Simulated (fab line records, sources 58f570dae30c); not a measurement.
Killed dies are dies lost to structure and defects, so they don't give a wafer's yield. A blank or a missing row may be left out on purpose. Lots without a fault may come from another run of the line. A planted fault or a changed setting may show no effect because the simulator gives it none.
Which tool did it? | flow berkeley_cmos170 | 6 lots, 18 wafers sampled, at 3 steps of a route of 331

WHAT THE GAUGES READ, wafer by wafer
UCB170_M3_RS_MEAS_02: measures by four-point-probe.
lot  | measured     | on            | M3_AL_RS (ohm/sq)
L479 | day 7 09:56  | film_metro-03 | 0.0320 0.0318 0.0321
L480 | day 8 06:21  | film_metro-02 | 0.0330 0.0328 0.0333
L484 | day 8 22:21  | film_metro-03 | 0.0321 0.0323 0.0325
L486 | day 9 13:00  | film_metro-03 | 0.0322 0.0324 0.0322
L494 | day 10 14:37 | film_metro-01 | 0.0324 0.0324 0.0321
L497 | day 11 13:01 | film_metro-03 | 0.0313 0.0319 0.0316

WHICH TOOL RAN EACH LOT (tool, then ch and the chambers of the sampled wafers, then the start)
lot  | UCB170_PFIELD_STRIP_08              | UCB170_CONTACT_RTA_08
L479 | plasma_asher-02 ch 0, day 4 08:38   | rtp_anneal-01 ch 0, day 6 15:39
L480 | plasma_asher-01 ch 0,1, day 5 07:47 | rtp_anneal-02 ch 0, day 7 15:07
L484 | plasma_asher-01 ch 0,1, day 5 16:14 | rtp_anneal-01 ch 0, day 8 02:16
L486 | plasma_asher-04 ch 0,1, day 6 07:41 | rtp_anneal-01 ch 0, day 8 20:25
L494 | plasma_asher-02 ch 0,1, day 7 07:31 | rtp_anneal-02 ch 0, day 9 20:55
L497 | plasma_asher-01 ch 0,1, day 8 07:05 | rtp_anneal-01 ch 0, day 10 19:33
- UCB170_PFIELD_STRIP_08: strips in O2.
- UCB170_CONTACT_RTA_08: time 10 s.

THE ANSWER, worked out from the rows above alone
Rule: what is usual is taken from the lots themselves. Put in order of their means at a reading, lots are off if they are a third of the lots or fewer, leave a main group of 4 or more, and stand apart from it by a gap of 3 or more times the standard deviation of the main group's means; of several such gaps the widest counts. A main group whose means are all the same, to the digits that the tables above print for the reading, isn't used. A lot without any number at a reading at which 4 lots or more have one is off too. The other lots that the step has rows for count as sound.
No lot is off at any reading shown: from this, nothing can be told.

WHAT THE SIMULATOR HAD PUT IN
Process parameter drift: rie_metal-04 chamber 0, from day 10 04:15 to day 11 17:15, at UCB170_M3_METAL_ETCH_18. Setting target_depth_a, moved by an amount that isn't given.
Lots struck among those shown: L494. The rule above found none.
